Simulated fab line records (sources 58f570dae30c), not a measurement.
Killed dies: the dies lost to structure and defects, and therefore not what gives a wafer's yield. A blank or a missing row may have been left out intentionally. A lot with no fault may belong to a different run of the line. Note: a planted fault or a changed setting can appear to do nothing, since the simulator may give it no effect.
fab line records + flow berkeley-cmos170
record
- lots=5
- wafers=27
route steps=331 shown M3@327
start-h: hours from the record's opening day to when the first of the lot's shown wafers began + wait-h: hours from the lot's prior step to this one + " identical to the entry in the row above + L1.1+2: a row that stands for several wafers + - no value present, or no start provided + * or withheld: withheld + < > ~ a bound
route shown NAME@n: NAME is a module with steps in the file, n the number in the route of the first one + usual: mean and standard deviation over wafers with no fault + same: alike in all rows + chamber/n: place in a boat + sites: each site's reading + _std_site: standard deviation across them + _edge_site: inner sites' mean taken away from outer sites' mean + radius-mm: for every site, how far away it sits from the centre of the wafer + mask NAME#n: copy n + behind: the tool/chamber that last shaped the wafer + hold: why the lot was held/for how many hours/how that ended + device: the n, p or np transistor that did not switch + end of line: tests of these same wafers at the route's end + a step without rows: its recipe alone + killed: not the wafer's yield, but the dies lost to structure and defects at the first sort + map: dies across one wafer; x = killed, . = not, _ = none there
set.NAME: the setting the step ran with; set.NAME@STEP: the setting that earlier step ran with + model.NAME: the simulator's own value behind a step, which no gauge read
lots where settings were altered on purpose, with a table for each step and a row for each wafer
## steps
# step UCB170_M3_METAL_ETCH_18
# recipe
- chemistry=Cl2/BCl3
- target=Al
- stop-on=SiO2
- pressure-mtorr=12
- target-depth-a=11700
- over-etch-frac=0.3
- time-s=195
- icp-w=600
- bias-w=120
- Cl2_flow_sccm=90
- bcl3-flow-sccm=45
| lot.wafer | tool         | chamber | start-h | wait-h | set.time-s | model.M3.feature-depth-nm | model.etch.depth-nm | model.KrF_of_M3_COAT_10.thk-nm |
|-----------|--------------|---------|---------|--------|------------|---------------------------|---------------------|--------------------------------|
| L078.1    | rie-metal-02 | 1       | 197.67  | -      | 113.7      | 696.5                     | -                   | 482.4                          |
| L078.2    | "            | 0       | "       | "      | 113.7      | 648.6                     | -                   | 511.7                          |
| L078.3    | "            | 0       | "       | "      | 195        | 947.4                     | 893                 | 242                            |
| L078.4    | "            | 1       | "       | "      | 113.7      | 698.5                     | 698.5               | 482.7                          |
| L078.5    | "            | 0       | "       | "      | 195        | 950.8                     | 896.9               | 247                            |
| L078.6    | "            | 1       | "       | "      | 195        | 944.7                     | -                   | 192                            |
| L077.1    | rie-metal-02 | 0       | 198.40  | -      | 162.1      | 942.4                     | -                   | 355.2                          |
| L077.2    | "            | 1       | "       | "      | 162.1      | 941.9                     | -                   | 318.6                          |
| L077.3    | "            | 0       | "       | "      | 195        | 954.5                     | 900.8               | 252.3                          |
| L077.4    | "            | 1       | "       | "      | 162.1      | 951.2                     | 903.7               | 318.1                          |
| L077.5    | "            | 0       | "       | "      | 195        | 956.4                     | -                   | 247.6                          |
| L077.6    | "            | 1       | "       | "      | 195        | 948.7                     | 891.6               | 206.6                          |
| L081.1    | rie-metal-01 | 1       | 198.66  | -      | 195        | 976.7                     | 919.6               | 207.1                          |
| L081.2    | "            | 0       | "       | "      | 195        | 969.5                     | 916.6               | 247                            |
| L081.4    | "            | 0       | "       | "      | 195        | 968.7                     | 915.8               | 243.8                          |
| L083.1    | rie-metal-01 | 1       | 205.22  | -      | 308.1      | 999.2                     | -                   | 0                              |
| L083.2    | "            | 0       | "       | "      | 308.1      | 980.7                     | 890.8               | 0                              |
| L083.3    | "            | 0       | "       | "      | 195        | 953.8                     | -                   | 239.6                          |
| L083.4    | "            | 1       | "       | "      | 195        | 953.7                     | -                   | 199.8                          |
| L083.5    | "            | 0       | "       | "      | 195        | 950.8                     | 897.5               | 237.8                          |
| L083.6    | "            | 1       | "       | "      | 308.1      | 990.2                     | 892.8               | 0                              |
| L084.1    | rie-metal-02 | 1       | 220.54  | -      | 98.46      | 605.7                     | 605.7               | 538                            |
| L084.2    | "            | 0       | "       | "      | 195        | 946                       | 892.1               | 248.6                          |
| L084.3    | "            | 1       | "       | "      | 98.46      | 606.3                     | 606.3               | 535.9                          |
| L084.4    | "            | 0       | "       | "      | 195        | 943.8                     | 889.9               | 253.1                          |
| L084.5    | "            | 1       | "       | "      | 195        | 948.8                     | 891.1               | 196.1                          |
| L084.6    | "            | 0       | "       | "      | 98.46      | 564.5                     | 564.5               | 561.1                          |
# step UCB170_M3_STRIP_19
# recipe
- chemistry=O2
- power-w=400
- pressure-mtorr=3500
- platen-temp-c=withheld
- o2-flow-sccm=400
- overash-fraction=0.5
# usual
- oes-product-au=0.547/0.025
| lot.wafer | tool            | chamber | start-h | wait-h | set.time-s@M3_METAL_ETCH_18 | oes-product-au |
|-----------|-----------------|---------|---------|--------|-----------------------------|----------------|
| L078.1    | plasma-asher-04 | 1       | 197.86  | 0.1    | 113.7                       | 0.724          |
| L078.2    | "               | 0       | "       | "      | 113.7                       | 0.722          |
| L078.3    | "               | 0       | "       | "      | 195                         | 0.568          |
| L078.4    | "               | 1       | "       | "      | 113.7                       | 0.711          |
| L078.5    | "               | 1       | "       | "      | 195                         | 0.581          |
| L078.6    | "               | 0       | "       | "      | 195                         | 0.523          |
| L077.1    | plasma-asher-02 | 0       | 198.58  | 0.1    | 162.1                       | 0.685          |
| L077.2    | "               | 1       | "       | "      | 162.1                       | 0.649          |
| L077.3    | "               | 0       | "       | "      | 195                         | 0.582          |
| L077.4    | "               | 1       | "       | "      | 162.1                       | 0.647          |
| L077.5    | "               | 1       | "       | "      | 195                         | 0.579          |
| L077.6    | "               | 0       | "       | "      | 195                         | 0.537          |
| L081.1    | plasma-asher-03 | 1       | 198.85  | 0.1    | 195                         | 0.543          |
| L081.2    | "               | 0       | "       | "      | 195                         | 0.578          |
| L081.4    | "               | 1       | "       | "      | 195                         | 0.578          |
| L083.1    | plasma-asher-03 | 0       | 205.41  | 0.1    | 308.1                       | 0.321          |
| L083.2    | "               | 1       | "       | "      | 308.1                       | 0.316          |
| L083.3    | "               | 1       | "       | "      | 195                         | 0.570          |
| L083.4    | "               | 0       | "       | "      | 195                         | 0.523          |
| L083.5    | "               | 0       | "       | "      | 195                         | 0.569          |
| L083.6    | "               | 1       | "       | "      | 308.1                       | 0.310          |
| L084.1    | plasma-asher-03 | 1       | 220.73  | 0.1    | 98.46                       | 0.720          |
| L084.2    | "               | 0       | "       | "      | 195                         | 0.580          |
| L084.3    | "               | 1       | "       | "      | 98.46                       | 0.722          |
| L084.4    | "               | 0       | "       | "      | 195                         | 0.583          |
| L084.5    | "               | 1       | "       | "      | 195                         | 0.521          |
| L084.6    | "               | 0       | "       | "      | 98.46                       | 0.720          |
# step UCB170_M3_CD_MEAS_90
# recipe
- target-cd-nm=700
# usual
- cd-nm=700/4.7
| lot.wafer | tool      | chamber | start-h | wait-h | set.time-s@M3_METAL_ETCH_18 | cd-nm |
|-----------|-----------|---------|---------|--------|-----------------------------|-------|
| L078.1    | cd-sem-01 | -       | 198.08  | 0.2    | 113.7                       | 724   |
| L078.2    | "         | -       | "       | "      | 113.7                       | 714   |
| L078.3    | "         | -       | "       | "      | 195                         | 698   |
| L078.4    | "         | -       | "       | "      | 113.7                       | 725   |
| L078.5    | "         | -       | "       | "      | 195                         | 701   |
| L078.6    | "         | -       | "       | "      | 195                         | 706   |
| L077.1    | cd-sem-01 | -       | 198.68  | 0.1    | 162.1                       | 706   |
| L077.2    | "         | -       | "       | "      | 162.1                       | 709   |
| L077.3    | "         | -       | "       | "      | 195                         | 696   |
| L077.4    | "         | -       | "       | "      | 162.1                       | 708   |
| L077.5    | "         | -       | "       | "      | 195                         | 698   |
| L077.6    | "         | -       | "       | "      | 195                         | 702   |
| L081.1    | cd-sem-01 | -       | 198.95  | 0.1    | 195                         | 700   |
| L081.2    | "         | -       | "       | "      | 195                         | 708   |
| L081.4    | "         | -       | "       | "      | 195                         | 706   |
| L083.1    | cd-sem-01 | -       | 205.51  | 0.1    | 308.1                       | 663   |
| L083.2    | "         | -       | "       | "      | 308.1                       | 671   |
| L083.3    | "         | -       | "       | "      | 195                         | 697   |
| L083.4    | "         | -       | "       | "      | 195                         | 692   |
| L083.5    | "         | -       | "       | "      | 195                         | 696   |
| L083.6    | "         | -       | "       | "      | 308.1                       | 664   |
| L084.1    | cd-sem-01 | -       | 220.83  | 0.1    | 98.46                       | 725   |
| L084.2    | "         | -       | "       | "      | 195                         | 699   |
| L084.3    | "         | -       | "       | "      | 98.46                       | 726   |
| L084.4    | "         | -       | "       | "      | 195                         | 697   |
| L084.5    | "         | -       | "       | "      | 195                         | 703   |
| L084.6    | "         | -       | "       | "      | 98.46                       | 720   |
# step UCB170_M3_PROBE_99
| lot.wafer | tool      | chamber | start-h | wait-h | set.time-s@SPACER_CVD_00 | model.etest.pldd.line-ohm-um | model.etest.nldd.line-ohm-um | model.etest.pldd.rs-ohm-sq |
|-----------|-----------|---------|---------|--------|--------------------------|------------------------------|------------------------------|----------------------------|
| L078.1    | prober-02 | -       | 198.32  | 0.1    | 63.73                    | 1825                         | 1202                         | 1133                       |
| L078.3    | prober-02 | -       | 198.42  | 0.2    | 63.73                    | 1822                         | 1233                         | 1124                       |
| L078.4    | prober-02 | -       | 198.47  | 0.2    | 47                       | 1814                         | 1228                         | 1133                       |
| L078.5    | prober-02 | -       | 198.52  | 0.2    | 47                       | 1804                         | 1228                         | 1137                       |
| L078.6    | prober-02 | -       | 198.57  | 0.2    | 63.73                    | 1816                         | 1231                         | 1125                       |
| L077.1    | prober-01 | -       | 198.92  | 0.1    | 32.88                    | 156.4                        | 148                          | 98.87                      |
| L077.2    | prober-01 | -       | 198.97  | 0.1    | 32.88                    | 134                          | 103.1                        | 86.56                      |
| L077.4    | prober-01 | -       | 199.07  | 0.2    | 47                       | 1770                         | 1236                         | 1123                       |
| L077.5    | prober-01 | -       | 199.12  | 0.2    | 47                       | 1757                         | 1244                         | 1118                       |
| L077.6    | prober-01 | -       | 199.17  | 0.2    | 47                       | 1761                         | 1229                         | 1123                       |
| L081.4    | prober-02 | -       | 199.34  | 0.2    | 47                       | 1757                         | 1197                         | 1094                       |
| L083.3    | prober-01 | -       | 205.89  | 0.2    | 47                       | 1852                         | 1275                         | 1105                       |
| L083.4    | prober-01 | -       | 205.94  | 0.2    | 34.9                     | 177.9                        | 215.3                        | 108.5                      |
| L083.5    | prober-01 | -       | 205.99  | 0.2    | 34.9                     | 164.4                        | 171.4                        | 100.7                      |
| L083.6    | prober-01 | -       | 206.04  | 0.2    | 34.9                     | 157.8                        | 149.8                        | 95.58                      |
| L084.1    | prober-02 | -       | 221.07  | 0.1    | 69.15                    | -                            | -                            | -                          |
| L084.2    | prober-02 | -       | 221.12  | 0.1    | 47                       | 1754                         | 1267                         | 1081                       |
| L084.3    | prober-02 | -       | 221.17  | 0.2    | 47                       | 1770                         | 1242                         | 1073                       |
| L084.4    | prober-02 | -       | 221.22  | 0.2    | 69.15                    | 1852                         | 1266                         | 1122                       |
| L084.5    | prober-02 | -       | 221.27  | 0.2    | 69.15                    | 1798                         | 1236                         | 1114                       |
| L084.6    | prober-02 | -       | 221.32  | 0.2    | 47                       | 1639                         | 1276                         | 996.3                      |
# killed by level:class
L081.4 ACTIVE:area-etch=5
## key
split
- step=UCB170_M3_METAL_ETCH_18
- setting=time-s
- stated=195
- by=wafer
response
- step=UCB170_M3_METAL_ETCH_18
- reading=model.M3.feature-depth-nm
- shape=bent
- at-lowest=592.2
- at-stated=954.3
- at-highest=990.1
response
- step=UCB170_M3_METAL_ETCH_18
- reading=model.etch.depth-nm
- shape=bent
- at-lowest=592.2
- at-stated=900.5
- at-highest=891.8
response
- step=UCB170_M3_METAL_ETCH_18
- reading=model.KrF_of_M3_COAT_10.thk-nm
- change=-5.26
- per=1%
- r=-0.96
response
- step=UCB170_M3_STRIP_19
- reading=oes-product-au
- change=-0.00384
- per=1%
- r=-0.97
response
- step=UCB170_M3_CD_MEAS_90
- reading=cd-nm
- change=-0.49
- per=1%
- r=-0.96
split outside-this-file step=UCB170_SPACER_CVD_00 setting=time-s
# split outside-this-file: this setting was split too, and the file shows its column; the key of that split is in another file
